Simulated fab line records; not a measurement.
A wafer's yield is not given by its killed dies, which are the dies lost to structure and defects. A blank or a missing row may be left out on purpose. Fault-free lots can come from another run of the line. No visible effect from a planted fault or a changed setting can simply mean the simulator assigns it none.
8D (eight disciplines) problem report, filled in by code | flow berkeley-cmos170 | the parts of the form that need people (team, actions taken, sign-off) are left out

1. WHAT WENT WRONG
V1_TEOS_THK at UCB170_V1_THK_MEAS_01 reads a mean of 2263 nm on 1 wafer of 1 lot; wafers without a fault read 1992 nm with a standard deviation of 24. Measured from the usual mean, that is +11 standard deviations.
The first sign was on wafer L102.5 at day 12 20:56, on film-metro-01. Wafers with a number at this step in the record: 39, from 13 lots. Rule for "out" (also "out of limits"): further than 4 standard deviations from the usual mean. Any other wafer with a number is counted as sound.

2. WHAT IT IS, AND WHAT IT ISN'T
question                    | is                | is not
which readings at this step | V1_TEOS_THK       | -
which lots                  | L102              | L103, L104, L981, L982, L984, L985, L986, L987, L988, L992, L994, L997
which wafers of those lots  | L102.5            | L102.1, L102.4
read on which gauges        | film-metro-01     | film-metro-02, film-metro-04
when                        | from day 12 20:56 | up to then (35 sound wafers); but 3 sound wafers of L104 came after

3. WHAT RULES OUT EACH SUSPECT
Counting: if a tool at a process step up to the reading ran every lot that is out, it stays a suspect. Sound lots after the first of them don't rule it out here, since some wafers of a struck lot are sound.
- ruled out: the gauge at UCB170_V1_THK_MEAS_01. All the wafers that are out were read on film-metro-01, but those of them that UCB170_V1_CVD_00 has rows for are out there too, on other tools.
- rtp-anneal-02 at UCB170_CONTACT_RTA_08 (time 10 s): kept. It ran the lot that is out, L102 (day 12 14:38); its last sound lot up to then is L103 (day 12 14:34).
- pecvd-04 at UCB170_V1_CVD_00 (deposits SiO2 from TEOS/O2, target thk 2000 nm, time 250 s): kept. It ran the lot that is out, L102 (day 12 20:46); its last sound lot up to then is L988 (day 9 20:37). Its own readings are out on those wafers: run-length-s.
- Within pecvd-04 at UCB170_V1_CVD_00, the wafers that are out were processed in chamber 0 and their sound lot-mates in chamber 2.
The count leaves pecvd-04 at UCB170_V1_CVD_00 and rtp-anneal-02 at UCB170_CONTACT_RTA_08.

4. THE CAUSE (what the simulator had put in)
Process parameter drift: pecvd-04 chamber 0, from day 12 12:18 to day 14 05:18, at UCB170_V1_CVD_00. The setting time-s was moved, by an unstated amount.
After counting, 2 suspects remain, this tool included.

5. THE EFFECT CHAIN, in route order
Each row: a reading whose mean over the struck wafers that have a number lies more than 3 standard deviations from the usual. Readings are gone through only where the record gives a usual standard deviation; hours: the median, over the lots, of the time from a lot's start at the first step in this table giving one to that lot's start at this step; sigmas: the change measured in usual standard deviations.
hours | step                  | reading      | usual   | on struck wafers | change | sigmas
0     | UCB170_V1_CVD_00      | run-length-s | 277.8 s | 310.3            | +32.5  | +81
0     | UCB170_V1_THK_MEAS_01 | V1_TEOS_THK  | 1992 nm | 2263             | +271   | +11
It contains these process steps:
- UCB170_V1_CVD_00: deposits SiO2 from TEOS/O2, target thk 2000 nm, time 250 s.
At these later measuring or inspecting steps, every struck wafer for which the step has a row has a number for every such reading, and none has moved that far: UCB170_V1_CD_MEAS_12.

6. WHAT WOULD HAVE CAUGHT IT SOONER
9 hours passed between the start of the fault at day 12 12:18 and the first reading out of limits at a measuring or inspecting step in this record, taken at day 12 20:56.
Tool's own readings at UCB170_V1_CVD_00, run-length-s: out on all struck wafers the step has rows for; an alarm limit on them would have tripped on the first.
The start of UCB170_V1_CVD_00 on pecvd-04 came by day 12 20:56 for every one of the lots that are out (1). None of them would have been spared by holding the tool at that moment.
